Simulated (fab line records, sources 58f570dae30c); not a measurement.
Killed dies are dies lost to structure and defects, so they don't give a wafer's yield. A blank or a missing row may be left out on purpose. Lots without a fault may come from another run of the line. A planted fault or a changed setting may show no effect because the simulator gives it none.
Which tool did it? | flow berkeley_cmos170 | 14 lots, 42 wafers sampled, at 4 steps of a route of 331

WHAT THE GAUGES READ, wafer by wafer
UCB170_FIELD_THK_MEAS_91. Usual: FIELD_OXIDE_LEFT_2_THK 353 nm, standard deviation 8.8.
lot  | measured    | on            | FIELD_OXIDE_LEFT_2_THK (nm) | flag
L122 | day 5 23:59 | film_metro-04 | 338 336 336                 |
L123 | day 6 12:39 | film_metro-04 | 344 352 355                 |
L124 | day 6 18:25 | film_metro-02 | 368 365 377                 |
L125 | day 6 19:10 | film_metro-02 | 351 353 354                 |
L126 | day 7 05:46 | film_metro-03 | 368 356 360                 |
L127 | day 6 22:28 | film_metro-04 | 355 353 345                 |
L128 | day 6 22:44 | film_metro-02 | 339 353 351                 |
L130 | day 7 06:07 | film_metro-04 | 339 341 342                 |
L132 | day 7 19:04 | film_metro-02 | 358 349 346                 |
L133 | day 8 05:25 | film_metro-03 | 343 348 354                 |
L134 | day 8 11:37 | film_metro-03 | 346 342 354                 |
L138 | day 8 20:18 | film_metro-02 | 361 358 359                 |
L139 | day 9 09:19 | film_metro-03 | 356 356 351                 |
L143 | day 9 21:58 | film_metro-02 | 346 352 354                 |

WHICH TOOL RAN EACH LOT (tool, then ch and the chambers of the sampled wafers, then the start)
lot  | UCB170_ZERO_STRIP_07                | UCB170_NWELL_IMPLANT_14        | UCB170_PFIELD_STRIP_08
L122 | plasma_asher-02 ch 0,1, day 2 04:20 | implanter-03 ch 0, day 2 18:13 | plasma_asher-03 ch 0,1, day 4 17:40
L123 | plasma_asher-04 ch 0,1, day 2 10:05 | implanter-03 ch 0, day 2 23:00 | plasma_asher-04 ch 0,1, day 4 22:49
L124 | plasma_asher-04 ch 0,1, day 2 15:02 | implanter-03 ch 0, day 3 04:27 | plasma_asher-02 ch 0,1, day 5 06:52
L125 | plasma_asher-02 ch 0,1, day 2 15:11 | implanter-04 ch 0, day 3 04:12 | plasma_asher-04 ch 0,1, day 5 05:04
L126 | plasma_asher-02 ch 0,1, day 3 00:44 | implanter-03 ch 0, day 3 16:49 | plasma_asher-02 ch 0,1, day 5 21:43
L127 | plasma_asher-03 ch 0,1, day 3 05:07 | implanter-04 ch 0, day 3 16:42 | plasma_asher-02 ch 0,1, day 5 14:05
L128 | plasma_asher-04 ch 0,1, day 3 09:36 | implanter-03 ch 0, day 3 20:13 | plasma_asher-02 ch 0,1, day 5 14:19
L130 | plasma_asher-02 ch 0,1, day 3 15:27 | implanter-02 ch 0, day 4 01:44 | plasma_asher-03 ch 0,1, day 6 02:19
L132 | plasma_asher-03 ch 1, day 4 00:40   | implanter-02 ch 0, day 4 10:26 | plasma_asher-03 ch 0,1, day 6 07:47
L133 | plasma_asher-02 ch 0,1, day 4 05:32 | implanter-03 ch 0, day 4 16:53 | plasma_asher-02 ch 0,1, day 6 22:29
L134 | plasma_asher-02 ch 0, day 4 15:29   | implanter-03 ch 0, day 5 01:11 | plasma_asher-02 ch 0,1, day 7 06:50
L138 | plasma_asher-02 ch 0,1, day 5 09:22 | implanter-04 ch 0, day 5 21:46 | plasma_asher-04 ch 0,1, day 7 17:58
L139 | plasma_asher-03 ch 0,1, day 5 13:55 | implanter-04 ch 0, day 6 03:48 | plasma_asher-03 ch 0,1, day 8 05:17
L143 | plasma_asher-03 ch 1, day 6 13:30   | implanter-02 ch 0, day 7 00:13 | plasma_asher-04 ch 1, day 8 21:20
- UCB170_ZERO_STRIP_07: strips in O2.
- UCB170_NWELL_IMPLANT_14
- UCB170_PFIELD_STRIP_08: strips in O2.

WHAT THE TOOLS THEMSELVES READ (means of the sampled wafers that have a number; where no wafer has one, the mark that the record gives instead)
UCB170_ZERO_STRIP_07. Usual: chamber_pressure_mTorr 3500.2 mTorr, standard deviation 2.9; drypump_motor_current_A 5.6 A, standard deviation 0.31; oes_product_au 0.727 a.u., standard deviation 0.0045; strip_time_to_endpoint_s 21.53 s, standard deviation 0.066.
lot  | tool            | chamber_pressure_mTorr (mTorr) | drypump_motor_current_A (A) | oes_product_au (a.u.) | strip_time_to_endpoint_s (s) | flag
L122 | plasma_asher-02 | 3498.5                         | 5.8                         | 0.728                 | 21.55                        |
L123 | plasma_asher-04 | 3501.1                         | 5.4                         | 0.727                 | 21.46                        |
L124 | plasma_asher-04 | 3501.2                         | 5.3                         | 0.730                 | 21.45                        |
L125 | plasma_asher-02 | 3499.2                         | 5.9                         | 0.729                 | 21.61                        |
L126 | plasma_asher-02 | 3500.5                         | 5.9                         | 0.724                 | 21.57                        |
L127 | plasma_asher-03 | 3499.6                         | 5.6                         | 0.730                 | 21.53                        |
L128 | plasma_asher-04 | 3501.7                         | 5.3                         | 0.730                 | 21.59                        |
L130 | plasma_asher-02 | 3499.6                         | 5.9                         | 0.728                 | 21.54                        |
L132 | plasma_asher-03 | 3501.0                         | 5.9                         | 0.725                 | 21.54                        |
L133 | plasma_asher-02 | 3503.9                         | 5.8                         | 0.729                 | 21.46                        |
L134 | plasma_asher-02 | 3499.8                         | 5.7                         | 0.727                 | 21.55                        |
L138 | plasma_asher-02 | 3498.8                         | 5.8                         | 0.730                 | 21.54                        |
L139 | plasma_asher-03 | 3499.8                         | 5.6                         | 0.724                 | 21.41                        |
L143 | plasma_asher-03 | 3502.7                         | 5.9                         | 0.722                 | 21.53                        |

UCB170_NWELL_IMPLANT_14. Usual: beam_on_s 9.99 s, standard deviation 0.2; tilt_deg 6.998 degrees, standard deviation 0.021.
lot  | tool         | beam_on_s (s) | tilt_deg (degrees) | flag
L122 | implanter-03 | 10.04         | 6.974              |
L123 | implanter-03 | 10.09         | 7.001              |
L124 | implanter-03 | 10.07         | 6.982              |
L125 | implanter-04 | 10.08         | 7.010              |
L126 | implanter-03 | 9.92          | 6.992              |
L127 | implanter-04 | 10.19         | 7.020              |
L128 | implanter-03 | 10.15         | 7.009              |
L130 | implanter-02 | 9.87          | 6.985              |
L132 | implanter-02 | 10.06         | 6.995              |
L133 | implanter-03 | 10.05         | 6.985              |
L134 | implanter-03 | 9.80          | 7.022              |
L138 | implanter-04 | 9.99          | 7.728              | OFF
L139 | implanter-04 | 10.04         | 7.740              | OFF
L143 | implanter-02 | 10.17         | 7.017              |

UCB170_PFIELD_STRIP_08. Usual: chamber_pressure_mTorr 3500.1 mTorr, standard deviation 2.9; drypump_motor_current_A 5.6 A, standard deviation 0.3; oes_product_au 0.734 a.u., standard deviation 0.0042; strip_time_to_endpoint_s 21.67 s, standard deviation 0.061.
lot  | tool            | chamber_pressure_mTorr (mTorr) | drypump_motor_current_A (A) | oes_product_au (a.u.) | strip_time_to_endpoint_s (s) | flag
L122 | plasma_asher-03 | 3500.9                         | 5.6                         | 0.737                 | 21.69                        |
L123 | plasma_asher-04 | 3500.7                         | 5.4                         | 0.733                 | 21.68                        |
L124 | plasma_asher-02 | 3500.0                         | 5.8                         | 0.733                 | 21.70                        |
L125 | plasma_asher-04 | 3499.5                         | 5.4                         | 0.735                 | 21.61                        |
L126 | plasma_asher-02 | 3499.3                         | 5.8                         | 0.732                 | 21.58                        |
L127 | plasma_asher-02 | 3501.4                         | 5.9                         | 0.732                 | 21.58                        |
L128 | plasma_asher-02 | 3498.3                         | 5.8                         | 0.733                 | 21.68                        |
L130 | plasma_asher-03 | 3498.5                         | 5.4                         | 0.732                 | 21.61                        |
L132 | plasma_asher-03 | 3498.2                         | 5.6                         | 0.736                 | 21.68                        |
L133 | plasma_asher-02 | 3498.8                         | 5.8                         | 0.734                 | 21.67                        |
L134 | plasma_asher-02 | 3500.2                         | 5.9                         | 0.735                 | 21.60                        |
L138 | plasma_asher-04 | 3500.3                         | 5.4                         | 0.737                 | 21.69                        |
L139 | plasma_asher-03 | 3501.8                         | 5.4                         | 0.736                 | 21.76                        |
L143 | plasma_asher-04 | 3504.1                         | 5.3                         | 0.731                 | 21.75                        |

THE ANSWER, worked out from the rows above alone
Rule: a lot is off if the mean of its wafers that have a number lies more than 3 standard deviations from the usual mean. A lot without any number at a reading at which 4 lots or more have one is off too. The other lots that the step has rows for count as sound. The gauges are gone through in route order, then the tools' own readings, and for those a lot's mean is taken as printed above. The first step at which some lot is off is used, and at that step the reading that is off furthest; a lot without a number counts as furthest.
Off: L138, L139, at UCB170_NWELL_IMPLANT_14 (tilt_deg).
A tool fits if, at that step or a process step before it, it ran every lot that is off, and no sound lot after the first of them. One fits: implanter-04 at UCB170_NWELL_IMPLANT_14. Its last sound lot is L127 (day 3 16:42), its first lot that is off L138 (day 5 21:46): a fault that began between those two fits.
The tool's own readings at UCB170_NWELL_IMPLANT_14 bear it out: on the lots that are off they differ by more than 5 times the standard deviation of the sound lots' means. tilt_deg reads 7.734 degrees there against 6.999 degrees on the sound lots.

WHAT THE SIMULATOR HAD PUT IN
Process parameter drift: implanter-04, from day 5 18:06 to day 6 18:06, at UCB170_NWELL_IMPLANT_14. Setting tilt_deg, moved by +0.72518, from 7. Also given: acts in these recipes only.
Lots struck among those shown: L138, L139. The rule above found the same.
